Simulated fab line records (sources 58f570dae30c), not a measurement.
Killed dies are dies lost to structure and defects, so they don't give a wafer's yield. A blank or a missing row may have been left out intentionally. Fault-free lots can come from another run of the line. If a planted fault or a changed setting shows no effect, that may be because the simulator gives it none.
fab line records    flow berkeley-cmos170
[record] lots = 14  wafers = 42  last-day = 13
route steps=331 shown V1@266 M2@286 V2@295
lots with no fault: from the same line, run without faults
start-h: the number of hours between the record's first day and the start of the first shown wafer of the lot    wait-h: hours elapsed since this lot's preceding step    " repeats the value in the row above    L1.1+2: a row that stands for several wafers    - value missing, or start not given    * or withheld: withheld    < > ~ a bound
route shown NAME@n: a module of which the file shows steps, and the number in the route of the first    usual: mean and standard deviation over wafers with no fault    same: alike in all rows    chamber/n: place in a boat    sites: each site's reading    _std_site: the standard deviation of these    _edge_site: mean of outer sites minus mean of inner sites    radius-mm: for every site, how far away it sits from the centre of the wafer    mask NAME#n: copy n    behind: the tool/chamber that last shaped the wafer    hold: why the lot was held/for how many hours/how that ended    device: the n, p or np transistor that did not switch    end of line: the tests these same wafers got at the end of their route    a step without rows: its recipe alone    killed: dies that structure and defects cost at the first sort, which is not the same as the wafer's yield    map: a wafer's dies, x killed, . not, _ none there
set.NAME: setting as actually run; set.NAME@STEP: the setting as run at that earlier step    model.NAME: the simulator's own value behind a step, which no gauge read
a sample of lots followed through the steps of the route, with each step as a table and each wafer as a row
[[steps]]
[step UCB170_V1_CD_MEAS_12]
[recipe] target-cd-nm = 700
[usual] cd-nm = 699.4/1.3
lot.wafer  tool       chamber  start-h  wait-h  cd-nm
L473.1     cd-sem-02  -        158.61   -       699.4
L473.3     "          -        "        "       700.7
L473.4     "          -        "        "       700.3
L474.1     cd-sem-01  -        180.01   -       697.3
L474.4     "          -        "        "       697.5
L474.6     "          -        "        "       696.7
L475.4     cd-sem-02  -        180.75   -       699.3
L475.5     "          -        "        "       698.8
L475.6     "          -        "        "       699.9
L476.1     cd-sem-02  -        187.28   -       699.7
L476.3     "          -        "        "       700.7
L476.5     "          -        "        "       700.1
L479.3     cd-sem-01  -        188.71   -       699.6
L479.4     "          -        "        "       699.4
L479.5     "          -        "        "       699.2
L477.1     cd-sem-01  -        190.02   -       700.5
L477.4     "          -        "        "       700.2
L477.5     "          -        "        "       700.3
L478.2     cd-sem-01  -        191.22   -       700.1
L478.3     "          -        "        "       699.6
L478.5     "          -        "        "       700.4
L480.1     cd-sem-01  -        209.62   -       698.5
L480.2     "          -        "        "       697.6
L480.4     "          -        "        "       698.7
L481.4     cd-sem-02  -        210.24   -       699.9
L481.5     "          -        "        "       699.7
L481.6     "          -        "        "       699.2
L491.1     cd-sem-01  -        266.64   -       698.2
L491.3     "          -        "        "       699.9
L491.6     "          -        "        "       699.5
L492.2     cd-sem-01  -        267.66   -       699.5
L492.3     "          -        "        "       699.2
L492.6     "          -        "        "       698.0
L494.1     cd-sem-02  -        284.02   -       698.5
L494.2     "          -        "        "       698.9
L494.6     "          -        "        "       696.5
L495.1     cd-sem-02  -        284.35   -       698.3
L495.2     "          -        "        "       698.1
L495.6     "          -        "        "       698.8
L496.3     cd-sem-02  -        291.70   -       699.7
L496.4     "          -        "        "       698.7
L496.6     "          -        "        "       699.9
[step UCB170_M2_CD_MEAS_15]
[recipe] target-cd-nm = 700
[usual] cd-nm = 700.3/1.3
lot.wafer  tool       chamber  start-h  wait-h  cd-nm
L473.1     cd-sem-01  -        161.43   -       699.9
L473.3     "          -        "        "       699.7
L473.4     "          -        "        "       700.6
L474.1     cd-sem-02  -        183.25   -       700.0
L474.4     "          -        "        "       699.6
L474.6     "          -        "        "       699.5
L475.4     cd-sem-01  -        184.23   -       702.0
L475.5     "          -        "        "       702.5
L475.6     "          -        "        "       700.9
L476.1     cd-sem-01  -        190.15   -       702.9
L476.3     "          -        "        "       702.4
L476.5     "          -        "        "       701.6
L479.3     cd-sem-01  -        191.51   -       698.3
L479.4     "          -        "        "       697.8
L479.5     "          -        "        "       698.4
L477.1     cd-sem-01  -        193.28   -       700.4
L477.4     "          -        "        "       701.3
L477.5     "          -        "        "       701.1
L478.2     cd-sem-02  -        194.93   -       701.2
L478.3     "          -        "        "       698.8
L478.5     "          -        "        "       700.8
L480.1     cd-sem-01  -        212.38   -       700.6
L480.2     "          -        "        "       702.3
L480.4     "          -        "        "       701.6
L481.4     cd-sem-02  -        212.79   -       701.3
L481.5     "          -        "        "       700.3
L481.6     "          -        "        "       700.7
L491.1     cd-sem-02  -        269.97   -       700.8
L491.3     "          -        "        "       699.9
L491.6     "          -        "        "       700.0
L492.2     cd-sem-02  -        270.73   -       700.5
L492.3     "          -        "        "       699.8
L492.6     "          -        "        "       700.2
L494.1     cd-sem-01  -        286.70   -       697.5
L494.2     "          -        "        "       697.3
L494.6     "          -        "        "       696.6
L495.1     cd-sem-02  -        286.96   -       701.6
L495.2     "          -        "        "       700.8
L495.6     "          -        "        "       701.1
L496.3     cd-sem-02  -        294.64   -       699.0
L496.4     "          -        "        "       700.4
L496.6     "          -        "        "       702.4
[step UCB170_V2_BOW_MEAS_03]
[recipe] mode = bow
[usual] V2_BOW = 37/6.4
lot.wafer  tool           chamber  start-h  wait-h  V2_BOW[um]
L473.1     film-metro-01  -        162.61   0.2     40
L473.3     "              -        "        "       29
L473.4     "              -        "        "       29
L474.1     film-metro-04  -        184.41   0.1     47
L474.4     "              -        "        "       37
L474.6     "              -        "        "       43
L475.4     film-metro-04  -        185.35   0.3     35
L475.5     "              -        "        "       33
L475.6     "              -        "        "       44
L476.1     film-metro-03  -        191.27   0.1     32
L476.3     "              -        "        "       37
L476.5     "              -        "        "       39
L479.3     film-metro-04  -        192.63   0.1     36
L479.4     "              -        "        "       30
L479.5     "              -        "        "       34
L477.1     film-metro-01  -        194.41   0.2     38
L477.4     "              -        "        "       34
L477.5     "              -        "        "       38
L478.2     film-metro-04  -        196.09   0.2     40
L478.3     "              -        "        "       39
L478.5     "              -        "        "       48
L480.1     film-metro-01  -        213.68   0.1     34
L480.2     "              -        "        "       33
L480.4     "              -        "        "       43
L481.4     film-metro-03  -        213.91   0.3     32
L481.5     "              -        "        "       36
L481.6     "              -        "        "       34
L491.1     film-metro-01  -        271.17   0.2     36
L491.3     "              -        "        "       38
L491.6     "              -        "        "       35
L492.2     film-metro-03  -        271.85   0.3     25
L492.3     "              -        "        "       44
L492.6     "              -        "        "       42
L494.1     film-metro-04  -        287.90   0.1     46
L494.2     "              -        "        "       39
L494.6     "              -        "        "       45
L495.1     film-metro-03  -        288.08   0.2     42
L495.2     "              -        "        "       39
L495.6     "              -        "        "       37
L496.3     film-metro-01  -        295.76   0.2     42
L496.4     "              -        "        "       32
L496.6     "              -        "        "       39
[step UCB170_V2_PEB_10]
[recipe] peb-temp-c = 130  peb-time-s = withheld  resist = KrF
[usual] chill-plate-temp-C = 23.01/0.098  exhaust-pa = 45.1/0.87
lot.wafer  tool            chamber  start-h  wait-h  chill-plate-temp-C  exhaust-pa
L473.1     litho-track-02  0        163.68   0.1     22.84               45.1
L473.3     "               0        "        "       23.04               45.5
L473.4     "               0        "        "       22.97               46.4
L474.1     litho-track-01  0        185.91   0.1     23.08               43.8
L474.4     "               0        "        "       22.96               45.5
L474.6     "               0        "        "       23.13               45.9
L475.4     litho-track-04  0        186.45   0.2     22.95               45.1
L475.5     "               0        "        "       23.00               44.9
L475.6     "               0        "        "       22.97               47.5
L476.1     litho-track-02  0        192.73   0.5     22.82               45.2
L476.3     "               0        "        "       22.99               44.9
L476.5     "               0        "        "       22.91               46.7
L479.3     litho-track-01  0        194.47   0.7     22.85               46.8
L479.4     "               0        "        "       22.91               46.7
L479.5     "               0        "        "       22.92               45.9
L477.1     litho-track-02  0        195.75   0.1     23.17               45.9
L477.4     "               0        "        "       23.29               43.4
L477.5     "               0        "        "       23.06               44.9
L478.2     litho-track-04  0        198.95   0.1     23.08               45.2
L478.3     "               0        "        "       23.05               44.9
L478.5     "               0        "        "       23.16               43.8
L480.1     litho-track-02  0        214.61   0.1     23.14               44.4
L480.2     "               0        "        "       23.00               45.1
L480.4     "               0        "        "       23.02               45.8
L481.4     litho-track-02  0        214.96   0.2     23.15               45.0
L481.5     "               0        "        "       23.13               45.6
L481.6     "               0        "        "       23.09               45.6
L491.1     litho-track-04  -        272.11   0.1     -                   -
L491.3     "               -        "        "       -                   -
L491.6     "               -        "        "       -                   -
L492.2     litho-track-02  -        272.79   0.1     -                   -
L492.3     "               -        "        "       -                   -
L492.6     "               -        "        "       -                   -
L494.1     litho-track-02  0        288.95   0.1     23.10               45.8
L494.2     "               0        "        "       23.24               45.3
L494.6     "               0        "        "       23.01               44.4
L495.1     litho-track-04  0        289.19   0.1     22.89               44.3
L495.2     "               0        "        "       22.93               44.4
L495.6     "               0        "        "       23.07               44.7
L496.3     litho-track-01  0        297.66   0.6     22.96               45.2
L496.4     "               0        "        "       22.98               45.1
L496.6     "               0        "        "       22.93               44.3
[[key]]
[first-sign] step = UCB170_V2_PEB_10  reading = tool-record  direction = missing
effect none on later readings
met-at UCB170_V2_PEB_10
struck-lots L491,L492
later-rows-left-out L491.1,L491.3,L491.6,L492.2,L492.3,L492.6
sort-left-out L491.1,L491.3,L491.6,L492.2,L492.3,L492.6
not-acting-at UCB170_V1_CD_MEAS_12,UCB170_M2_CD_MEAS_15,UCB170_V2_BOW_MEAS_03
onset-between 214.96 272.11
[fault] kind = skipped-step-whole  tool = litho-track-02,litho-track-04  chamber = -  onset-h = 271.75  steps = UCB170_V2_PEB_10  scope = struck-lots-only
// sort-left-out: the simulated sort isn't trusted on such a fault, so these wafers' sort isn't shown, and their yield isn't known
// later-rows-left-out: the simulator's readings of these wafers behind a module that went badly wrong aren't trusted and aren't shown, but for the sort
